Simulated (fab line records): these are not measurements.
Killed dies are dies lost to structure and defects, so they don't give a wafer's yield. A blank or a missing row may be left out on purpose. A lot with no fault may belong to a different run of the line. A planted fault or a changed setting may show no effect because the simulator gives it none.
Struck lot and sound lot, side by side    flow berkeley_cmos170    6 steps out of a route of 331
Sound: wafers L544.1, L544.3, L544.6. Wafers L542.2, L542.4, L542.5 were the ones struck. The cause is given at the end.
Each step with rows lists, per side, the tool, then ch with its chambers, then its first start. Under that, the readings that differ: sound wafers    struck wafers    difference of the means    sigmas: that difference in standard deviations of wafers without a fault.
alike: a reading whose means differ by less than 2 such deviations, as well as words and numbers matching on both sides. not compared: withheld readings; readings where some wafer has no value; bounds like >300 that might hide an equal value; numbers whose values overlap and for which the record gives no deviation.
A row with sigmas, a row that says differs or no value, or rows on one side alone: a step with any of these is where the two part. When numbers do not overlap yet have no deviation, they are printed without sigmas and do not part them. A reading that every wafer of one side lacks parts them only if that side has two wafers or more.

UCB170_START_BOW_MEAS_00:
  struck on film_metro-02, day 4 13:01; sound on film_metro-01, day 4 23:00
  alike: INCOMING_BOW
then, 2 steps without rows for these wafers: UCB170_START_CLEAN_01 (cleans in dHF, time 60 s); UCB170_START_OXIDATION_02 (target thk 20 nm, ox time 1800 s).
UCB170_START_THK_MEAS_03:
  struck on film_metro-04, day 4 17:27; sound on film_metro-02, day 5 03:07
reading               sound           struck          difference  sigmas
START_OXIDE_THK (nm)  19.7 19.7 19.9  24.0 23.7 24.1  +4.2        +12
then, 2 steps without rows for these wafers: UCB170_START_ANNEAL_04 (time 1200 s); UCB170_M3_PROBE_99.

## WHERE THEY PART
Only at UCB170_START_THK_MEAS_03, within this record.

WHY: the cause the simulator had injected
Metrology matching offset: film_metro-04, from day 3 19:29 on, at UCB170_START_THK_MEAS_03. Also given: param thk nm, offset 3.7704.
